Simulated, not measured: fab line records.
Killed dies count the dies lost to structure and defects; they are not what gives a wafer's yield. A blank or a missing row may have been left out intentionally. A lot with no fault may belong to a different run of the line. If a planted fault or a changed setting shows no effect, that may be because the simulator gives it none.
Problem report in the 8D (eight disciplines) form, filled by code | flow berkeley-cmos170 | the parts of the form that need people (team, actions taken, sign-off) are left out

== 1. WHAT IS WRONG ==
Mean PLDD_OVL at UCB170_PLDD_OVL_MEAS_07: 324 nm over 12 wafers in 4 lots; fault-free wafers: -2 nm, standard deviation 5.7. Measured from the usual mean, that is +57 standard deviations.
The first sign was on wafer L661.2 at day 7 11:19, on overlay-02. The record holds 39 wafers of 13 lots with a number at this step. Rule for "out" (also "out of limits"): further than 4 standard deviations from the usual mean. The other wafers with a number count as sound.

== 2. WHAT IT IS, AND WHAT IT ISN'T ==
question                    | is                     | is not
which readings at this step | PLDD_OVL               | -
which lots                  | L661, L662, L663, L664 | L654, L655, L656, L660, L669, L670, L673, L674, L675
which wafers of those lots  | all that have a number | -
read on which gauges        | overlay-01, overlay-02 | -
when                        | from day 7 11:19       | up to then (9 sound wafers); but 18 sound wafers of L660, L669, L670, L673, L674, L675 came after

== 3. WHAT RULES OUT EACH SUSPECT ==
Counting: a tool at a process step up to the reading stays a suspect if it ran every lot that is out and no sound lot after the first of them.
- the gauge at UCB170_PLDD_OVL_MEAS_07 has been ruled out. The wafers that are out were read on 2 gauges (overlay-01, overlay-02).
- krf-scanner-02 at UCB170_PLDD_EXPOSE_03 (exposes mask PSELECT, target cd 1200 nm): kept. It ran every lot that is out, first L661 (day 7 10:42), and no sound lot after that.
The count leaves krf-scanner-02 at UCB170_PLDD_EXPOSE_03.

== 4. THE CAUSE (what the simulator had put in) ==
Scanner matching overlay: krf-scanner-02, from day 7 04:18 on, at UCB170_PLDD_EXPOSE_03. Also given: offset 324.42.
Counting left only this tool.

== 5. SEQUENCE OF EFFECTS, ordered by route ==
One row per reading whose mean, taken over the struck wafers that have a number, lies over 3 standard deviations from the usual. Only readings whose record carries a usual standard deviation are examined. hours: median over the lots of the time between each lot's start at the first step of this table that gives one and its start at this step. sigmas: the change, counted in usual standard deviations.
hours | step                    | reading  | usual | on struck wafers | change | sigmas
0     | UCB170_PLDD_OVL_MEAS_07 | PLDD_OVL | -2 nm | 324              | +326   | +57
Later steps that measure or inspect, where all struck wafers having a row at the step show a number for every such reading and not one has moved that far: UCB170_NLDD_OVL_MEAS_07.

== 6. WHAT WOULD HAVE CAUGHT IT SOONER ==
Counted from the fault's start at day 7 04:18, it took 7 hours until the first out-of-limits reading at a measuring or inspecting step in this record, taken at day 7 11:19.
Of the tool readings at UCB170_PLDD_EXPOSE_03 for which the record gives a usual standard deviation, none was out on any struck wafer, so an alarm limit of 4 standard deviations on them would not have fired.
L662, L664, L663, from the lots that are out (4), started UCB170_PLDD_EXPOSE_03 on krf-scanner-02 later than day 7 11:19. A hold on the tool at that time would have spared those 3.
